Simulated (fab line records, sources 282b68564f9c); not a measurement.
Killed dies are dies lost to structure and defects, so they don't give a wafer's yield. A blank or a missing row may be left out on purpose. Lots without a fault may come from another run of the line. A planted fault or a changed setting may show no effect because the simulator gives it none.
A struck lot beside a sound one | flow rit_cmos | 14 steps out of a route of 202
Sound: wafers L213.1, L213.2, L213.3. Struck: wafers L224.1, L224.2, L224.6. The cause comes at the end.
At each step with rows: each side's tool, then ch and its chambers, then its first start. Under that, the readings that differ: sound wafers | struck wafers | difference of the means | sigmas: that difference in standard deviations of wafers without a fault.
alike: readings whose means differ by less than 2 such deviations, and words and numbers that are the same on both sides. not compared: withheld readings, readings that some wafer has no value for, bounds like >300 that may hide the same value, and numbers for which the record gives no deviation and whose values overlap.
The two part at a step that has a row with sigmas, a row that says differs or no value, or rows on one side only. Numbers that don't overlap but have no deviation are shown without sigmas and don't part them. A reading that every wafer of one side lacks parts them only if that side has two wafers or more.

first, 3 steps without rows for these wafers: RIT_NSD_EXPOSE_03 (exposes mask M9, target cd 40700 nm); RIT_NSD_PEB_04; RIT_NSD_DEVELOP_05 (develop time 50 s).
RIT_NSD_OVL_MEAS_06:
  sound on overlay-01, day 3 18:06; struck on overlay-01, day 6 01:32
  alike: NSD_OVL
then, 2 steps without rows for these wafers: RIT_NSD_HARDBAKE_07 (time 60 s); RIT_NSD_IMPLANT_08.
RIT_NSD_STRIP_09: strips in O2, time 180 s.
  sound on plasma_asher-04 ch 0,1, day 3 18:26; struck on plasma_asher-01 ch 0,1, day 6 01:53
  alike: drypump_motor_current_A
  not compared: rf_hours_counter_h
RIT_NSD_TW_MEAS_10:
  sound on film_metro-04, day 3 18:37; struck on film_metro-03, day 6 02:03
  alike: NSD_TW
then, 4 steps without rows for these wafers: RIT_PSD_HMDS_00 (prime time 60 s); RIT_PSD_COAT_01 (resist thk 1000 nm); RIT_PSD_SOFTBAKE_02 (time 60 s); RIT_PSD_EXPOSE_03 (exposes mask M10, target cd 40900 nm).
RIT_PSD_PEB_04:
  sound on litho_track-03 ch 0, day 3 19:22; struck on litho_track-04, day 6 02:41
  reading         | sound          | struck | difference                    | sigmas
  exhaust_pa (Pa) | 45.3 44.2 44.0 | - - -  | no value on the struck wafers |
  not compared: chill_plate_temp_C
then, 1 step without rows for these wafers: RIT_PSD_DEVELOP_05 (develop time 50 s).

WHERE THEY PART
Only at RIT_PSD_PEB_04, within this record.

WHY: what the simulator had put in
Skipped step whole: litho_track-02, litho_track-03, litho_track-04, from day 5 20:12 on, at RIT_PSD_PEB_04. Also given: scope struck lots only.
